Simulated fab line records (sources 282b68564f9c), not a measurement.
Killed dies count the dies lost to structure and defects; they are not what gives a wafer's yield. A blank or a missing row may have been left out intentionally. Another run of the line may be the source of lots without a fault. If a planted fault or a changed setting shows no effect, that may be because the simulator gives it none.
Check of tool commonality -- flow rit cmos -- 13 lots, 39 wafers sampled

== WHY IT WAS OPENED ==
1 of 13 lots carry a flag on the reading PRETRO_TW at RIT_PRETRO_TW_MEAS_10. Fault-free wafers read 471, with a standard deviation of 3.2.
Rule: a lot is flagged in two cases, either no wafer of it has a number, or all its wafers with numbers fall more than 4 standard deviations from that mean. As for the other lots, they are considered sound.

lot,measured,on,"PRETRO_TW, wafer by wafer",flag
L706,day 2 08:47,film metro-02,473 475 473,
L707,day 2 15:08,film metro-02,473 475 475,
L708,day 2 19:17,film metro-04,479 475 477,
L709,day 2 23:05,film metro-02,472 475 476,
L712,day 3 16:31,film metro-04,470 473 472,
L713,day 3 19:40,film metro-04,474 469 474,
L714,day 4 03:33,film metro-03,464 466 468,
L715,day 4 06:36,film metro-04,473 475 474,
L716,day 4 10:49,film metro-02,471 472 473,
L718,day 5 00:19,film metro-04,476 475 472,
L720,day 5 07:41,film metro-02,474 473 474,
L721,day 5 13:25,film metro-03,30 29 30,FLAGGED
L729,day 7 01:59,film metro-03,468 469 470,
On average the flagged lots read 30, which is -441 against the usual, or -99 or more standard deviations.

== TOOL THAT RAN EACH LOT ==
The record holds 1 process step before the reading, out of a route of 202 steps. In each cell: the tool, then ch and the chambers that the sampled wafers went through, then the start.
lot,flag,RIT_PRETRO_EXPOSE_03
L706,,"iline stepper-01 ch 0, day 2 07:35"
L707,,"iline stepper-01 ch 0, day 2 13:58"
L708,,"iline stepper-02 ch 0, day 2 18:14"
L709,,"iline stepper-01 ch 0, day 2 22:04"
L712,,"iline stepper-02 ch 0, day 3 15:28"
L713,,"iline stepper-01 ch 0, day 3 18:32"
L714,,"iline stepper-02 ch 0, day 4 02:31"
L715,,"iline stepper-01 ch 0, day 4 05:34"
L716,,"iline stepper-02 ch 0, day 4 09:46"
L718,,"iline stepper-01 ch 0, day 4 23:16"
L720,,"iline stepper-02 ch 0, day 5 06:40"
L721,FLAGGED,"iline stepper-01 ch 0, day 5 12:23"
L729,,"iline stepper-01 ch 0, day 7 00:56"
What is done by these steps:
- RIT_PRETRO_EXPOSE_03: exposes mask M5, target cd 43700 nm.
- RIT_PRETRO_TW_MEAS_10

== FLAGGED OVER TOTAL, TOOL BY TOOL (the gauges that took the reading come last) ==
step,tool,lots run,flagged,share of the flagged lots,sound lots run after its first flagged lot
RIT_PRETRO_EXPOSE_03,iline stepper-01,8,1,all,1 (L729)
RIT_PRETRO_EXPOSE_03,iline stepper-02,5,0,none,-
RIT_PRETRO_TW_MEAS_10,film metro-02,5,0,none,-
RIT_PRETRO_TW_MEAS_10,film metro-03,3,1,all,1 (L729)
RIT_PRETRO_TW_MEAS_10,film metro-04,5,0,none,-

== WHAT IS ALLOWED BY THE TABLE ==
iline stepper-01 at RIT_PRETRO_EXPOSE_03 and film metro-03 at RIT_PRETRO_TW_MEAS_10 are the 2 rows of the table that ran each flagged lot.
- iline stepper-01 at RIT_PRETRO_EXPOSE_03: 1 of its 8 lots flagged. Lots that were sound ran on it after the first flagged one (L729); a persistent fault on the entire tool would not allow that.
- film metro-03 at RIT_PRETRO_TW_MEAS_10: 1 of its 3 lots flagged. Lots that were sound ran on it after the first flagged one (L729); a persistent fault on the entire tool would not allow that.
Not one row of the table ran every flagged lot while running no sound lot after the first.

== WHAT THE SIMULATOR PUT IN ==
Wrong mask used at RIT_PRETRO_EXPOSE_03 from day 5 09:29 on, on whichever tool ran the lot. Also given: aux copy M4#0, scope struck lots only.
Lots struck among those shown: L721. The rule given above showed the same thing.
